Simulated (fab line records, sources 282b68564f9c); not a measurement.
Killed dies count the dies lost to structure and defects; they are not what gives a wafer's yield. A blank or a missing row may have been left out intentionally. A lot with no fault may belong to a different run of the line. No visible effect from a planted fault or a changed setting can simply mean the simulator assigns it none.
A struck lot beside a sound one / flow rit_cmos / 17 steps out of a route of 202
Sound: the wafers L202.1, L202.4, L202.5. Wafers struck: L210.1, L210.2, L210.4. At the end, the cause is stated.
Order at every step that has rows: each side's tool, ch and its chambers, its first start. Under that, the readings that differ: sound wafers / struck wafers / difference of the means / sigmas: that difference in standard deviations of wafers without a fault.
alike: words and numbers the same on both sides, and readings whose means are apart by under 2 such deviations; not compared: readings that were withheld, readings missing a value for some wafer, numbers with overlapping values and no deviation given by the record, and bounds like >300 which may hide the same value.
Wherever a step has rows on one side only, a row that says differs or no value, or a row with sigmas, the two part there. Numbers that have no deviation but don't overlap get no sigmas and don't part them. A reading missing from all wafers of one side parts the sides only when that side holds two or more wafers.

RIT_M1_SPUTTER_00: material Al, target thk 400 nm, time 500 s.
  sound on pvd_sputter-03, day 3 22:08; struck on pvd_sputter-03, day 5 15:22
  alike: throttle_valve_pct
RIT_M1_RS_MEAS_01: measurement is done with a four-point probe.
  sound on film_metro-02, day 3 22:26; struck on film_metro-01, day 5 15:40
  alike: M1_AL_RS
RIT_M1_THK_MEAS_02: measures by xrf.
  sound on film_metro-02, day 3 22:33; struck on film_metro-01, day 5 15:47
  alike: M1_AL_THK
then, 6 steps without rows for these wafers: RIT_M1_HMDS_03 (prime time 60 s); RIT_M1_COAT_04 (resist thk 1300 nm); RIT_M1_SOFTBAKE_05 (time 60 s); RIT_M1_EXPOSE_06 (exposes mask M12, target cd 2600 nm); RIT_M1_PEB_07; RIT_M1_DEVELOP_08 (develop time 68 s).
RIT_M1_CD_MEAS_09: the cd target is 2600 nm.
  sound on cd_sem-01, day 3 23:40; struck on cd_sem-01, day 5 16:59
  alike: cd_nm
RIT_M1_OVL_MEAS_10:
  sound on overlay-02, day 3 23:47; struck on overlay-02, day 5 17:07
  alike: M1_OVL
then, 1 step without rows for these wafers: RIT_M1_HARDBAKE_11 (time 120 s).
RIT_M1_METAL_ETCH_12: etches Al in Cl2/BCl3, stops on SiO2, time 165 s, target depth 600 nm.
  sound on rie_metal-03 ch 0,1, day 4 00:04; struck on rie_metal-01 ch 0,1, day 5 17:31
reading=oes_product_au (a.u.); sound=0.766 0.767 0.745; struck=0.642 0.636 0.637; difference=-0.121; sigmas=-15
reading=over_etch_frac; sound=0.5 0.5 0.5; struck=1.0656 1.0656 1.0656; difference=+0.5656; sigmas=
reading=model.NOVOLAK_of_M1_COAT_04.thk_nm (nm); sound=807.9 807.7 815; struck=675.7 669.5 678.7; difference=-135.6; sigmas=
reading=model.SiO2_of_CONTACT_CVD_00.thk_nm (nm); sound=358.3 364.1 367.6; struck=348.2 341.6 350.6; difference=-16.5; sigmas=
reading=model.M1.feature_depth_nm (nm); sound=419.7 422 418.9; struck=430.9 438.3 433.5; difference=+14.0; sigmas=
  alike: drypump_motor_current_A, throttle_valve_pct
  not compared: rf_hours_counter_h
then, 1 step without rows for these wafers: RIT_M1_STRIP_13 (strips in nmp, time 600 s).
RIT_M1_STRIP_14: strips in O2, time 180 s.
  sound on plasma_asher-04 ch 0, day 4 00:25; struck on plasma_asher-04 ch 0,1, day 5 17:52
  alike: drypump_motor_current_A
  not compared: rf_hours_counter_h
RIT_M1_CD_MEAS_90: the cd target is 2600 nm.
  sound on cd_sem-02, day 4 00:35; struck on cd_sem-01, day 5 18:20
reading=cd_nm (nm); sound=2603 2603 2603; struck=2587 2585 2587; difference=-17; sigmas=-5
  not compared: hold
RIT_M1_PROBE_99:
  sound on prober-02, day 4 02:19; struck on prober-02, day 5 23:53
reading=model.etest.antenna_m1.vt_shift_v (V); sound=-0.01102 -0.01321 -0.008793; struck=- - -; difference=no value on the struck wafers; sigmas=
  alike: defect_limited_yield, killed_at_contacts, killed_at_front_end, killed_dies, killed_open, killed_short, sort_bin_3_pad_short, sort_bin_5_function, sort_bin_6_memory, sort_n_pass, sort_yield_pct

== WHERE THEY PART ==
First at RIT_M1_METAL_ETCH_12; last, within this record, at RIT_M1_PROBE_99.

WHY: what the simulator had put in
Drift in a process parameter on rie_metal-01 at RIT_M1_METAL_ETCH_12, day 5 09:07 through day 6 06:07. From 0.5, the setting over_etch_frac moved by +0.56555.
